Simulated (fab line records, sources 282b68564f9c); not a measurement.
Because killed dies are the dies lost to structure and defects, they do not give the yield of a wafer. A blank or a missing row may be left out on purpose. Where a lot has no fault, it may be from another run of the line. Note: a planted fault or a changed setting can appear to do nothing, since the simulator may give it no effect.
The tool behind it: which one? + flow rit_cmos + Sampling: 13 lots, 39 wafers, 4 of 202 route steps

== WHAT THE GAUGES READ, wafer by wafer ==
RIT_PWELL_OVL_MEAS_06. Usual: PWELL_OVL -1.7 nm, standard deviation 1.2.
| lot  | measured    | on         | PWELL_OVL (nm) | flag |
|------|-------------|------------|----------------|------|
| L685 | day 2 04:47 | overlay-01 | -1.3 -0.4 -1.2 |      |
| L689 | day 3 05:05 | overlay-02 | -1.1 -1.5 -1.5 |      |
| L690 | day 3 11:53 | overlay-02 | -2.3 -3.1 -2.9 |      |
| L691 | day 3 18:20 | overlay-02 | -1.0 -2.1 -0.3 |      |
| L693 | day 3 21:49 | overlay-01 | -1.6 -2.8 -3.7 |      |
| L697 | day 4 16:35 | overlay-02 | -1.8 -3.3 -3.0 |      |
| L700 | day 5 08:20 | overlay-02 | -3.7 -2.7 -1.1 |      |
| L701 | day 5 14:11 | overlay-01 | -1.5 -1.3 -2.4 |      |
| L703 | day 6 00:52 | overlay-01 | 0.2 0.4 -1.4   |      |
| L704 | day 6 04:37 | overlay-02 | -2.9 -3.1 -0.5 |      |
| L705 | day 6 08:49 | overlay-02 | -1.6 -1.7 -1.8 |      |
| L706 | day 6 13:39 | overlay-01 | -1.1 -0.4 -4.1 |      |
| L707 | day 6 18:40 | overlay-01 | -1.5 -2.0 -2.1 |      |

RIT_GATE_CD_MEAS_16: the cd target is 150 nm. Usual: cd_nm at 149.3 nm, with a standard deviation of 2.3.
| lot  | measured    | on        | cd_nm (nm)        | flag |
|------|-------------|-----------|-------------------|------|
| L685 | day 2 20:13 | cd_sem-01 | 148.1 149.1 146.2 |      |
| L689 | day 3 23:29 | cd_sem-01 | 146.5 148.0 145.8 |      |
| L690 | day 4 08:43 | cd_sem-02 | 152.2 152.7 149.0 |      |
| L691 | day 4 10:04 | cd_sem-01 | 149.2 148.8 149.7 |      |
| L693 | day 4 16:02 | cd_sem-01 | 139.2 140.6 136.4 | OFF  |
| L697 | day 5 09:33 | cd_sem-02 | 150.5 149.8 150.7 |      |
| L700 | day 6 00:04 | cd_sem-01 | 151.1 151.2 151.2 |      |
| L701 | day 6 04:13 | cd_sem-02 | 150.2 151.4 148.3 |      |
| L703 | day 6 16:25 | cd_sem-01 | 152.5 150.2 152.4 |      |
| L704 | day 6 19:25 | cd_sem-01 | 146.6 148.0 150.9 |      |
| L705 | day 6 22:56 | cd_sem-02 | 150.7 151.2 152.4 |      |
| L706 | day 7 10:51 | cd_sem-01 | 147.1 145.5 144.8 |      |
| L707 | day 7 13:21 | cd_sem-01 | 146.5 147.9 147.7 |      |

RIT_GATE_OVL_MEAS_17. Usual: GATE_OVL 0.6 nm, standard deviation 1.3.
| lot  | measured    | on         | GATE_OVL (nm) | flag |
|------|-------------|------------|---------------|------|
| L685 | day 2 20:20 | overlay-01 | 0.1 -0.3 0.2  |      |
| L689 | day 3 23:36 | overlay-01 | 2.1 0.1 1.7   |      |
| L690 | day 4 08:49 | overlay-02 | 2.0 1.4 0.8   |      |
| L691 | day 4 10:11 | overlay-01 | 1.0 -0.2 1.9  |      |
| L693 | day 4 16:10 | overlay-02 | 0.5 1.8 0.1   |      |
| L697 | day 5 09:39 | overlay-02 | 1.8 1.7 1.1   |      |
| L700 | day 6 00:10 | overlay-01 | 3.1 3.6 2.2   |      |
| L701 | day 6 04:20 | overlay-02 | -0.2 1.2 0.9  |      |
| L703 | day 6 16:32 | overlay-01 | -0.4 -2.0 0.1 |      |
| L704 | day 6 19:32 | overlay-01 | 0.4 0.2 0.4   |      |
| L705 | day 6 23:03 | overlay-01 | 0.7 1.5 1.1   |      |
| L706 | day 7 10:56 | overlay-01 | 0.0 1.0 0.9   |      |
| L707 | day 7 13:27 | overlay-01 | 0.0 -0.3 -0.1 |      |

== TOOL THAT RAN EACH LOT (tool first, then ch and the chambers of the sampled wafers, then the start) ==
| lot  | RIT_GATE_EXPOSE_13                 |
|------|------------------------------------|
| L685 | iline_stepper-02 ch 0, day 2 19:49 |
| L689 | iline_stepper-02 ch 0, day 3 23:05 |
| L690 | iline_stepper-02 ch 0, day 4 08:10 |
| L691 | iline_stepper-01 ch 0, day 4 09:40 |
| L693 | iline_stepper-01 ch 0, day 4 15:38 |
| L697 | iline_stepper-01 ch 0, day 5 09:09 |
| L700 | iline_stepper-02 ch 0, day 5 23:40 |
| L701 | iline_stepper-02 ch 0, day 6 03:49 |
| L703 | iline_stepper-02 ch 0, day 6 16:01 |
| L704 | iline_stepper-02 ch 0, day 6 19:01 |
| L705 | iline_stepper-02 ch 0, day 6 22:32 |
| L706 | iline_stepper-01 ch 0, day 7 10:26 |
| L707 | iline_stepper-01 ch 0, day 7 12:48 |
- RIT_GATE_EXPOSE_13: exposes mask M6, target cd 150 nm.

== WHAT THE TOOLS THEMSELVES READ (means of the sampled wafers that have a number; where no wafer has one, the mark that the record gives instead) ==
The record holds no such reading with a usual standard deviation.

== THE ANSWER, worked out from the rows above alone ==
Rule: lot off if the mean of its wafers having a number is beyond 3 standard deviations from the usual mean. Also off: a lot with no number at a reading for which 4 or more lots have one. Where the step has rows for the other lots, those lots are counted as sound. The gauges are gone through in route order, then the tools' own readings, and for those a lot's mean is taken as printed above. The first step at which some lot is off is used, and at that step the reading that is off furthest; a lot without a number counts as furthest.
Off, at RIT_GATE_CD_MEAS_16 on cd_nm: L693.
If a tool, at a process step before that reading, ran all the lots that are off and no sound lot after the first of them, it fits. Those tools and the gauges at RIT_GATE_CD_MEAS_16 are tried in the same way. Of those tried, none fits.

== WHAT THE SIMULATOR PUT IN ==
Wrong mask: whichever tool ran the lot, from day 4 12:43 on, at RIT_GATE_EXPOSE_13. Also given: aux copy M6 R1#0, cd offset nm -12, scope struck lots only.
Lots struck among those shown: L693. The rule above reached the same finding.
